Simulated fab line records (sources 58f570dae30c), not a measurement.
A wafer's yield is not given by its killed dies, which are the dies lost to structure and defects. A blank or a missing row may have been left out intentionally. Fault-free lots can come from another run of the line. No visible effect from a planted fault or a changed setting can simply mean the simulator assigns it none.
Matching of chambers ; flow berkeleyCmos170 ; UCB170_GATE_ETCH_15 on rieSi-01: 4 sister chambers
The step etches poly-Si in HBr/Cl2, stops on SiO2, time 56.3 s, target depth 278.2 nm. 14 wafers are shown with their chamber, then 7 later ones without.

== WAFERS, EACH WITH ITS CHAMBER ==
wafer;chamber;drypumpMotorCurrentA (A);throttleValvePct (%);oesProductAu (a.u.)
L772.2;2;6.1;26.42;0.815
L772.4;1;6.9;26.42;0.821
L772.6;2;6.1;26.43;0.812
L775.2;3;6.1;26.26;0.828
L775.3;0;5.2;26.64;0.845
L775.5;1;6.9;26.42;0.819
L779.1;0;5.2;26.63;0.841
L779.4;1;6.8;26.42;0.807
L779.6;0;5.2;26.62;0.847
L784.2;3;6.0;26.25;0.830
L784.3;2;6.1;26.42;0.801
L784.4;0;5.2;26.65;0.838
L789.2;0;5.2;26.66;0.848
L789.4;1;6.9;26.42;0.814

SIGNATURES, as means of the wafers listed above
reading;chamber 0;chamber 1;chamber 2;chamber 3;scatter within a chamber
drypumpMotorCurrentA;5.200;6.875;6.100;6.050;0.0354
throttleValvePct;26.6400;26.4200;26.4233;26.2550;0.0106
oesProductAu;0.84380;0.81525;0.80933;0.82900;0.00546
Rule: distance of a wafer from a chamber = root of the sum over the readings of ((wafer's reading minus chamber's mean) / reading's scatter) squared. The wafer belongs to the nearest chamber; if the next one is less than 2 further off, it can't be placed. The scatter is the square root of a quotient: the sum, over the shown wafers, of each reading's squared deviation from its chamber's mean, divided by wafers minus chambers.

== WAFERS MISSING THEIR CHAMBER ==
wafer;drypumpMotorCurrentA (A);throttleValvePct (%);oesProductAu (a.u.)
L789.6;5.2;26.63;0.846
L791.2;6.1;26.55;0.848
L791.3;6.0;26.24;0.837
L791.6;6.8;26.43;0.826
L794.1;6.1;26.53;0.858
L794.5;6.0;26.26;0.838
L794.6;6.1;26.55;0.850

== CHAMBER TAKEN BY EACH ==
wafer;from the rows above;in truth
L789.6;0;0
L791.2;2;2
L791.3;3;3
L791.6;1;1
L794.1;2;2
L794.5;3;3
L794.6;2;2
Placed correctly: 7 of 7. Not placeable from these rows: 0. 0 placed wrongly.
